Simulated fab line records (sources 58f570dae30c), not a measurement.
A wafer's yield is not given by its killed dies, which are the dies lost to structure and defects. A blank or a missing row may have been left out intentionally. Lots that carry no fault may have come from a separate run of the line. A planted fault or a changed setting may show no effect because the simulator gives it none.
2 desks looking at one fault | flow berkeleyCmos170 | every desk sees just its own numbers, and what lay behind them comes last

## THE METROLOGY DESK
Lot by lot, what the gauges showed, no matter which tool ran the lot: averages of those sampled wafers that carry a number. The brackets show how far a lot's mean lies from the usual mean; more than 4 standard deviations puts the lot out of limits, marked OUT.
Columns: A = cdNm at UCB170_PLDD_CD_MEAS_06, usual 1200.2 nm; B = PLDD_OVL at UCB170_PLDD_OVL_MEAS_07, usual -3 nm; C = PLDD_TW at UCB170_PLDD_TW_MEAS_11, usual 1016; D = cdNm at UCB170_NLDD_CD_MEAS_06, usual 1200.2 nm
lot  | first seen here | A      | B  | C    | D
L665 | day 8 03:54     | 1199.2 | -9 | 1022 | 1203.0
L666 | day 8 04:04     | 1199.9 | -6 | 1007 | 1199.9
L678 | day 10 12:35    | 1199.1 | -3 | 1009 | -
L677 | day 10 13:14    | 1201.2 | -4 | 1012 | -
L683 | day 11 18:46    | 1201.4 | 4  | 1022 | 1199.5
L686 | day 11 21:20    | 1199.9 | 6  | 1012 | 1201.3
Finding of this desk: none of the 6 lots has anything out of limits.

## DESK OF THE TOOL OWNER: lithoTrack-01
The tool's own readings at UCB170_NLDD_DEVELOP_05 (develop time 45 s): means of the sampled wafers that have a number, for each lot that ran on this tool. The brackets show how far a lot's mean lies from the usual mean; more than 4 standard deviations puts the lot out of limits, marked OUT.
Columns: A = chillPlateTempC at UCB170_NLDD_DEVELOP_05, usual 23.00 C; B = developerTempC at UCB170_NLDD_DEVELOP_05, usual 21.01 C; C = exhaustPa at UCB170_NLDD_DEVELOP_05, usual 45.1 Pa
lot  | first seen here | A     | B     | C
L665 | day 8 06:00     | 22.99 | 20.96 | 46.1
L686 | day 11 23:00    | 22.80 | 20.86 | 45.2
Finding of this desk: none of the 2 lots has anything out of limits.

## TAKEN TOGETHER
Nothing out of limits was seen by the metrology desk.
The tool owner's desk saw nothing out of limits.

## WHAT THE SIMULATOR HAD INSERTED
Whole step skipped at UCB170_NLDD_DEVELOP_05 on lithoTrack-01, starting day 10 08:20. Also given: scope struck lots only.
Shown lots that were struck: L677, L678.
